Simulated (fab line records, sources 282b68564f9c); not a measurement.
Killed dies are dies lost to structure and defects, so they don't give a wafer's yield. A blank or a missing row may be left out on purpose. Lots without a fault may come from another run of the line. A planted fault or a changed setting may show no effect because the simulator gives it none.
fab line records | flow rit_cmos
record lots=15 wafers=45 last_day=7
route steps=202 shown ACTIVE@3 FOX1@20 NLDD@109 PSD@148 M1@202
lots that met no fault: from a run of the same line without faults
start_h: hours from the record's first day to the start of the lot's first wafer shown | wait_h: hours since the lot's step before | " the same as in the row above | L1.1+2: a row that stands for several wafers | - no value, or no start given | * or withheld: withheld | < > ~ a bound
route shown NAME@n: a module of which the file shows steps, and the number in the route of the first | usual: mean/standard deviation of fault-free wafers | same: alike in all rows | chamber/n: place in a boat | sites: the reading at each site | _std_site: their standard deviation | _edge_site: outer sites' mean less inner sites' | radius_mm: how far each site lies from the wafer's centre | mask NAME#n: copy n | behind: the tool/chamber that last shaped the wafer | hold: why the lot was held/for how many hours/how that ended | device: the transistor (n, p or np) that didn't switch | end of line: the same wafers' tests at the end of the route | a step without rows: its recipe alone | killed: dies lost to structure and defects at the first sort, not the wafer's yield | map: a wafer's dies, x killed, . not, _ none there
set.NAME: the setting as run; set.NAME@STEP: as run at that earlier step | model.NAME: the simulator's own value behind a step, which no gauge read
steps of the route over a sample of lots; a table a step, a row a wafer
services: from which hour (start_h, from the record's first day; less than 0 if before it) a tool's chamber was out of use, for how many hours, and why
## steps
# step RIT_ACTIVE_THK_MEAS_02
# recipe reads=SiO2_of_ACTIVE_OXIDATION_01
# usual ACTIVE_OXIDE_THK=45.8/0.82
# columns lot.wafer tool chamber start_h wait_h ACTIVE_OXIDE_THK[nm]
L870.3 film_metro-03 - 17.07 0.0 46.0
L870.4 " - " " 46.0
L870.5 " - " " 46.0
L871.1 film_metro-02 - 22.11 0.0 46.4
L871.2 " - " " 46.0
L871.6 " - " " 46.2
L872.3 film_metro-02 - 27.12 0.0 45.3
L872.5 " - " " 46.7
L872.6 " - " " 45.9
L873.1 film_metro-03 - 32.96 0.0 44.9
L873.4 " - " " 45.2
L873.5 " - " " 44.6
L877.2 film_metro-04 - 52.06 0.0 44.4
L877.3 " - " " 43.5
L877.5 " - " " 44.1
L882.1 film_metro-03 - 77.05 0.0 45.3
L882.4 " - " " 47.2
L882.6 " - " " 45.4
L883.4 film_metro-03 - 83.93 0.0 46.0
L883.5 " - " " 46.7
L883.6 " - " " 46.2
L884.1 film_metro-04 - 87.05 0.0 45.0
L884.5 " - " " 44.9
L884.6 " - " " 44.9
L885.1 film_metro-04 - 93.02 0.0 45.0
L885.3 " - " " 45.1
L885.5 " - " " 45.3
L886.2 film_metro-02 - 97.06 0.0 46.8
L886.3 " - " " 46.3
L886.6 " - " " 45.6
L887.3 film_metro-02 - 103.46 0.0 46.0
L887.4 " - " " 45.7
L887.5 " - " " 45.9
L888.2 film_metro-03 - 108.19 0.0 45.5
L888.3 " - " " 45.7
L888.4 " - " " 45.6
L889.2 film_metro-02 - 112.27 0.0 45.7
L889.4 " - " " 45.4
L889.5 " - " " 44.9
L890.1 film_metro-04 - 117.30 0.0 45.2
L890.4 " - " " 45.8
L890.5 " - " " 45.9
L891.2 film_metro-04 - 124.95 0.0 46.4
L891.3 " - " " 46.7
L891.5 " - " " 45.9
# step RIT_FOX1_OXIDATION_00
# recipe temp_c=1100 ambient=H2O target_thk_a=3507 p_h2o_torr=720 ox_time_s=1130
# columns lot.wafer tool chamber start_h wait_h
L870.3+4+5 furnace-03 0 22.11 1.5
L871.1+2+6 furnace-01 0 27.10 0.8
L872.3+5+6 furnace-01 0 31.50 0.8
L873.1+4+5 furnace-01 0 36.45 0.0
L873.1+4+5 furnace-03 0 37.93 0.2
L877.2+3+5 furnace-04 0 56.09 0.6
L877.2+3+5 furnace-04 0 57.57 0.2
L882.1+4+6 furnace-03 0 82.01 1.5
L882.1+4+6 furnace-03 0 83.58 0.2
L883.4+5+6 furnace-04 0 88.13 0.6
L884.1+5+6 furnace-01 0 91.49 1.0
L885.1+3+5 furnace-01 0 96.68 0.1
L886.2+3+6 furnace-04 0 103.44 2.8
L887.3+4+5 furnace-03 0 109.01 2.1
L888.2+3+4 furnace-01 0 112.31 0.7
L889.2+4+5 furnace-03 0 115.92 0.0
L890.1+4+5 furnace-03 0 124.69 3.8
L891.2+3+5 furnace-01 0 130.02 1.6
# step RIT_FOX1_THK_MEAS_01
# recipe reads=SiO2_of_FOX1_OXIDATION_00
# usual FOX1_OXIDE_THK=349/6.3
# columns lot.wafer tool chamber start_h wait_h FOX1_OXIDE_THK[nm]
L870.3 film_metro-02 - 23.44 0.0 356
L870.4 " - " " 356
L870.5 " - " " 349
L871.1 film_metro-02 - 28.41 0.0 342
L871.2 " - " " 344
L871.6 " - " " 343
L872.3 film_metro-01 - 32.84 0.0 345
L872.5 " - " " 343
L872.6 " - " " 340
L873.1 film_metro-02 - 39.24 0.0 541
L873.4 " - " " 528
L873.5 " - " " 539
L877.2 film_metro-01 - 59.06 0.2 517
L877.3 " - " " 509
L877.5 " - " " 504
L882.1 film_metro-01 - 84.89 0.0 550
L882.4 " - " " 536
L882.6 " - " " 542
L883.4 film_metro-03 - 89.47 0.0 355
L883.5 " - " " 352
L883.6 " - " " 350
L884.1 film_metro-02 - 92.80 0.0 348
L884.5 " - " " 351
L884.6 " - " " 353
L885.1 film_metro-01 - 97.99 0.0 347
L885.3 " - " " 341
L885.5 " - " " 347
L886.2 film_metro-03 - 104.77 0.0 358
L886.3 " - " " 360
L886.6 " - " " 358
L887.3 film_metro-02 - 110.34 0.0 347
L887.4 " - " " 340
L887.5 " - " " 342
L888.2 film_metro-03 - 113.63 0.0 347
L888.3 " - " " 352
L888.4 " - " " 349
L889.2 film_metro-03 - 117.24 0.0 345
L889.4 " - " " 344
L889.5 " - " " 348
L890.1 film_metro-02 - 126.00 0.0 358
L890.4 " - " " 356
L890.5 " - " " 361
L891.2 film_metro-03 - 131.34 0.0 340
L891.3 " - " " 339
L891.5 " - " " 344
# step RIT_NLDD_OVL_MEAS_06
# usual NLDD_OVL=0.8/1.2
# columns lot.wafer tool chamber start_h wait_h NLDD_OVL[nm]
L870.3 overlay-01 - 49.35 - -0.3
L870.4 " - " " -0.3
L870.5 " - " " 0.5
L871.1 overlay-02 - 53.19 - 0.3
L871.2 " - " " 1.8
L871.6 " - " " -1.0
L872.3 overlay-02 - 57.01 - 1.4
L872.5 " - " " 1.6
L872.6 " - " " 3.2
L873.1 overlay-01 - 68.26 - 0.8
L873.4 " - " " 1.4
L873.5 " - " " -0.4
L877.2 overlay-02 - 87.26 - 0.5
L877.3 " - " " -0.5
L877.5 " - " " 1.0
L882.1 overlay-01 - 113.22 - 0.4
L882.4 " - " " 2.7
L882.6 " - " " 0.6
L883.4 overlay-01 - 118.45 - 1.5
L883.5 " - " " -0.2
L883.6 " - " " 1.4
L884.1 overlay-01 - 118.62 - -0.1
L884.5 " - " " -0.7
L884.6 " - " " -1.0
L885.1 overlay-02 - 122.84 - 0.2
L885.3 " - " " 0.4
L885.5 " - " " -0.2
L886.2 overlay-01 - 133.86 - 1.8
L886.3 " - " " 1.6
L886.6 " - " " 2.4
L888.2 overlay-02 - 139.10 - 2.6
L888.3 " - " " 2.3
L888.4 " - " " 1.9
L887.3 overlay-01 - 139.34 - 0.1
L887.4 " - " " 1.4
L887.5 " - " " 1.8
L889.2 overlay-01 - 146.82 - 1.9
L889.4 " - " " 1.7
L889.5 " - " " 1.1
L890.1 overlay-01 - 158.43 - 0.5
L890.4 " - " " 0.2
L890.5 " - " " -1.1
L891.2 overlay-01 - 161.23 - 0.2
L891.3 " - " " 0.3
L891.5 " - " " 0.4
# step RIT_PSD_OVL_MEAS_06
# usual PSD_OVL=1.0/1.5
# columns lot.wafer tool chamber start_h wait_h PSD_OVL[nm]
L870.3 overlay-01 - 56.71 - 1.8
L870.4 " - " " 0.7
L870.5 " - " " 1.4
L871.1 overlay-02 - 60.24 - 0.4
L871.2 " - " " 0.9
L871.6 " - " " 0.3
L872.3 overlay-01 - 64.00 - 1.0
L872.5 " - " " 1.0
L872.6 " - " " 1.2
L877.2 overlay-02 - 94.77 - 2.0
L877.3 " - " " -0.1
L877.5 " - " " 1.8
L882.1 overlay-01 - 120.60 - 2.1
L882.4 " - " " 0.4
L882.6 " - " " 0.2
L883.4 overlay-02 - 125.50 - 2.0
L883.5 " - " " 1.6
L883.6 " - " " 2.4
L884.1 overlay-01 - 126.04 - -0.9
L884.5 " - " " -0.2
L884.6 " - " " 0.8
L885.1 overlay-02 - 131.06 - -0.4
L885.3 " - " " 0.9
L885.5 " - " " -0.3
L886.2 overlay-02 - 140.92 - 1.7
L886.3 " - " " 0.7
L886.6 " - " " 1.0
L888.2 overlay-01 - 146.01 - 1.5
L888.3 " - " " -0.5
L888.4 " - " " 1.5
L887.3 overlay-01 - 146.71 - 2.8
L887.4 " - " " 3.7
L887.5 " - " " 3.8
L889.2 overlay-02 - 153.88 - 1.8
L889.4 " - " " 1.0
L889.5 " - " " 1.4
L890.1 overlay-01 - 165.47 - -0.1
L890.4 " - " " 0.6
L890.5 " - " " -1.6
L891.2 overlay-01 - 168.30 - 0.8
L891.3 " - " " 0.9
L891.5 " - " " 1.0
# step RIT_M1_PROBE_99
# usual killed_at_contacts=0.1/0.28 killed_at_front_end=7.0/2.9 killed_dies=7.0/2.9 killed_open=3.4/2.1 killed_short=3.6/1.7
# same gross_dies=264 killed_at_M0_to_M3=0 killed_at_M4_up=0 killed_at_back_side=0 killed_at_other=0
# columns lot.wafer tool chamber start_h wait_h killed_at_contacts killed_at_front_end killed_dies killed_open killed_short
L877.2 prober-01 - 105.13 0.1 1 7 8 2 6
L877.3 prober-01 - 105.18 0.2 0 7 7 2 5
L877.5 prober-01 - 105.28 0.2 0 5 5 3 2
L882.1 prober-02 - 128.92 0.1 0 3 3 1 2
L882.4 prober-02 - 129.07 0.2 1 10 11 6 5
L882.6 prober-02 - 129.17 0.2 0 3 3 0 3
L884.1 prober-02 - 135.46 0.1 0 13 13 9 4
L884.5 prober-02 - 135.66 0.2 0 8 8 3 5
L884.6 prober-02 - 135.71 0.2 0 7 7 4 3
L885.1 prober-01 - 139.45 0.1 0 7 7 5 2
L885.3 prober-01 - 139.55 0.2 0 5 5 1 4
L885.5 prober-01 - 139.65 0.2 0 9 9 7 2
L886.2 prober-02 - 149.59 0.1 0 7 7 5 2
L886.3 prober-02 - 149.64 0.2 0 6 6 3 3
L886.6 prober-02 - 149.79 0.2 0 12 12 4 8
L887.3 prober-02 - 155.64 0.2 0 4 4 1 3
L887.4 prober-02 - 155.69 0.2 0 4 4 1 3
L887.5 prober-02 - 155.74 0.2 0 9 9 4 5
L890.1 prober-02 - 174.74 0.1 0 4 4 3 1
L890.4 prober-02 - 174.89 0.2 0 7 7 6 1
L890.5 prober-02 - 174.94 0.2 0 5 5 2 3
L891.2 prober-02 - 178.28 0.1 0 9 9 5 4
L891.3 prober-02 - 178.33 0.2 0 6 6 3 3
L891.5 prober-02 - 178.43 0.2 0 3 3 0 3
# killed by level:class
L877.2 GATE:geometric_particle:short=4 SPACER:geometric_particle:short=2 GATE:geometric_particle:open=1 CONTACT:geometric_particle:open=1
L877.3 SILICIDE:geometric_particle:short=2 FOX1:geometric_particle:short=1 GATE:geometric_particle:open=1 GATE:geometric_particle:short=1 REOX:geometric_particle:short=1 SPACER:geometric_particle:open=1
L877.5 GATE:geometric_particle:open=3 GATE:geometric_particle:short=1 SPACER:geometric_particle:short=1
L882.1 GATE:geometric_particle:open=1 GATE:geometric_particle:short=1 REOX:geometric_particle:short=1
L882.4 SPACER:geometric_particle:open=2 SILICIDE:geometric_particle:short=2 FOX2:geometric_particle:short=1 GATE:geometric_particle:short=1 GATE:geometric_particle:open=1 REOX:geometric_particle:open=1 REOX:geometric_particle:short=1 SILICIDE:geometric_particle:open=1
L882.6 SILICIDE:geometric_particle:short=2 REOX:geometric_particle:short=1
L884.1 GATE:geometric_particle:open=5 REOX:geometric_particle:short=2 ACTIVE:geometric_particle:short=1 FOX1:geometric_particle:open=1 FOX2:geometric_particle:open=1 GATE:geometric_particle:short=1 REOX:geometric_particle:open=1 SPACER:geometric_particle:open=1
L884.5 GATE:geometric_particle:short=2 SILICIDE:geometric_particle:open=2 FOX1:geometric_particle:short=1 SPACER:geometric_particle:short=1 SPACER:geometric_particle:open=1 SILICIDE:geometric_particle:short=1
L884.6 GATE:geometric_particle:short=3 GATE:geometric_particle:open=2 SPACER:geometric_particle:open=1 SILICIDE:geometric_particle:open=1
L885.1 FOX2:geometric_particle:short=2 GATE:geometric_particle:open=2 FOX2:geometric_particle:open=1 SPACER:geometric_particle:open=1 SILICIDE:geometric_particle:open=1
L885.3 FOX1:geometric_particle:short=1 FOX2:geometric_particle:short=1 GATE:geometric_particle:open=1 SPACER:geometric_particle:short=1 SILICIDE:geometric_particle:short=1
L885.5 GATE:geometric_particle:open=3 FOX2:geometric_particle:open=2 FOX1:geometric_particle:open=1 GATE:geometric_particle:short=1 SPACER:geometric_particle:open=1 SILICIDE:geometric_particle:short=1
L886.2 REOX:geometric_particle:open=2 FOX2:geometric_particle:open=1 GATE:geometric_particle:open=1 REOX:geometric_particle:short=1 SPACER:geometric_particle:open=1 SILICIDE:geometric_particle:short=1
L886.3 GATE:geometric_particle:short=2 REOX:geometric_particle:open=2 GATE:geometric_particle:open=1 REOX:geometric_particle:short=1
L886.6 FOX2:geometric_particle:short=2 GATE:geometric_particle:short=2 SPACER:geometric_particle:short=2 SILICIDE:geometric_particle:open=2 FOX1:geometric_particle:open=1 GATE:geometric_particle:open=1 REOX:geometric_particle:short=1 SILICIDE:geometric_particle:short=1
L887.3 FOX1:geometric_particle:short=1 FOX2:geometric_particle:short=1 REOX:geometric_particle:open=1 REOX:geometric_particle:short=1
L887.4 FOX1:geometric_particle:short=1 FOX2:geometric_particle:short=1 GATE:geometric_particle:short=1 GATE:geometric_particle:open=1
L887.5 GATE:geometric_particle:open=2 GATE:geometric_particle:short=2 FOX1:geometric_particle:short=1 FOX1:geometric_particle:open=1 FOX2:geometric_particle:open=1 FOX2:geometric_particle:short=1 SPACER:geometric_particle:short=1
L890.1 FOX1:geometric_particle:open=1 FOX2:geometric_particle:open=1 GATE:geometric_particle:open=1 GATE:geometric_particle:short=1
L890.4 GATE:geometric_particle:open=2 SILICIDE:geometric_particle:open=2 FOX1:geometric_particle:short=1 FOX1:geometric_particle:open=1 REOX:geometric_particle:open=1
L890.5 GATE:geometric_particle:short=2 FOX2:geometric_particle:open=1 SILICIDE:geometric_particle:open=1 SILICIDE:geometric_particle:short=1
L891.2 FOX2:geometric_particle:open=2 FOX2:geometric_particle:short=2 GATE:geometric_particle:short=1 REOX:geometric_particle:open=1 SPACER:geometric_particle:open=1 SPACER:geometric_particle:short=1 SILICIDE:geometric_particle:open=1
L891.3 FOX2:geometric_particle:open=2 FOX2:geometric_particle:short=1 GATE:geometric_particle:short=1 GATE:geometric_particle:open=1 SILICIDE:geometric_particle:short=1
L891.5 GATE:geometric_particle:short=3
## services
# columns tool chamber start_h hours kind
furnace-04 - 63.01 7.1 pm
furnace-03 - 104.57 4.4 pm
furnace-01 - 122.83 3.4 pm
## key
first_sign step=RIT_FOX1_OXIDATION_00 reading=visit direction=added
effect step=RIT_FOX1_THK_MEAS_01 reading=FOX1_OXIDE_THK direction=up sigmas=29 usual=349 struck=530
met_at RIT_FOX1_OXIDATION_00
struck_lots L873,L877,L882
rows_end L873.1,L873.4,L873.5
tester_left_out L877,L882
not_acting_at RIT_ACTIVE_THK_MEAS_02,RIT_NLDD_OVL_MEAS_06,RIT_PSD_OVL_MEAS_06
fault kind=repeated_step_whole tool=furnace-01,furnace-03,furnace-04 chamber=- onset_h=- steps=RIT_FOX1_OXIDATION_00 times=1 scope=struck_lots_only
# tester_left_out: of these lots the tester's yield and bins aren't shown, on N5 and GAA mostly nor the transistor test; their killed dies are dies lost to structure and defects alone, not to doping, threshold or leakage, so they don't give the yield
# rows_end: these wafers met a further fault down the route, and their rows from its step on are left out
